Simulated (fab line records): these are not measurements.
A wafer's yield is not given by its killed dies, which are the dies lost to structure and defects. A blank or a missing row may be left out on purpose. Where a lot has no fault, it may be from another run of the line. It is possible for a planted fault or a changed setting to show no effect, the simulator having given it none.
2 desks, one fault / flow rit_cmos / what lay behind the numbers comes last; until then each desk has only its own

## DESK OF THE TOOL OWNER: pvd_sputter-04
The tool's own readings at RIT_M1_SPUTTER_00 (material Al, target thk 400 nm, time 500 s): means of the sampled wafers that have a number, for each lot that ran on this tool. If a lot's mean is further than 4 standard deviations from the usual mean, the lot is out of limits and carries the mark OUT (the distance appears in the brackets).
Columns: A = cathode_dc_power_W at RIT_M1_SPUTTER_00, usual 2000.0 W; B = throttle_valve_pct at RIT_M1_SPUTTER_00, usual 30.4 %
lot=L631; first seen here=day 5 11:53; A=2000.1; B=30.2
lot=L635; first seen here=day 6 08:16; A=1762.7 (-99 or more) OUT; B=29.6
lot=L637; first seen here=day 6 20:11; A=1762.9 (-99 or more) OUT; B=30.2
Finding of this desk: L635, L637 out of limits; the first was L635 at day 6 08:16, on cathode_dc_power_W at RIT_M1_SPUTTER_00. Within limits: L631.

## METROLOGY DESK
Means of the sampled wafers that have a number, per lot and without regard to the tool the lot ran on: this is what the gauges read. If a lot's mean is further than 4 standard deviations from the usual mean, the lot is out of limits and carries the mark OUT (the distance appears in the brackets).
Columns: A = cd_nm at RIT_CONTACT_CD_MEAS_08, usual 1000.4 nm; B = CONTACT_OVL at RIT_CONTACT_OVL_MEAS_09, usual 0.5 nm; C = cd_nm at RIT_CONTACT_CD_MEAS_90, usual 1000.4 nm; D = M1_AL_RS at RIT_M1_RS_MEAS_01, usual 0.0734 ohm/sq; E = M1_AL_THK at RIT_M1_THK_MEAS_02, usual 404 nm; F = cd_nm at RIT_M1_CD_MEAS_09, usual 2599.9 nm; G = M1_OVL at RIT_M1_OVL_MEAS_10, usual -0.4 nm
lot=L622; first seen here=day 3 15:09; A=1001.4; B=1.8; C=1001.7; D=0.0739; E=401; F=2598.9; G=0.6
lot=L631; first seen here=day 5 10:44; A=1001.0; B=0.6; C=1000.7; D=0.0730; E=408; F=2601.2; G=-0.6
lot=L635; first seen here=day 6 07:07; A=1000.7; B=-0.3; C=1000.9; D=0.0884 (+16) OUT; E=354 (-9.1) OUT; F=2599.8; G=-1.2
lot=L637; first seen here=day 6 19:05; A=997.2; B=-0.2; C=996.7; D=0.0865 (+14) OUT; E=360 (-8.0) OUT; F=2599.7; G=-0.3
lot=L639; first seen here=day 7 03:20; A=1001.7; B=1.3; C=1002.1; D=0.0729; E=410; F=2599.2; G=-2.9
lot=L642; first seen here=day 7 19:35; A=999.6; B=-1.4; C=999.6; D=0.0729; E=409; F=2600.0; G=-2.6
Per this desk, out of limits: L635, L637; the first was L635, day 6 08:34 (M1_AL_RS at RIT_M1_RS_MEAS_01). Within limits: L622, L631, L639, L642.

## TAKEN TOGETHER
The tool owner's desk had the chance to raise an alarm at day 6 08:16 on L635, L637.
An alarm was possible from the metrology desk at day 6 08:34, on L635, L637.
Of the lots named, all ran RIT_M1_SPUTTER_00 on pvd_sputter-04.

## WHAT THE SIMULATOR PUT IN
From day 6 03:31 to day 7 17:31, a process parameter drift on pvd_sputter-04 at RIT_M1_SPUTTER_00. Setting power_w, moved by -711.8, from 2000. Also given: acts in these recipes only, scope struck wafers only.
Struck lots among those shown: L635, L637.
Delay (hours) between the fault's onset and each desk's first out-of-limits reading: 5 at the tool owner's desk, 5 at the metrology desk.
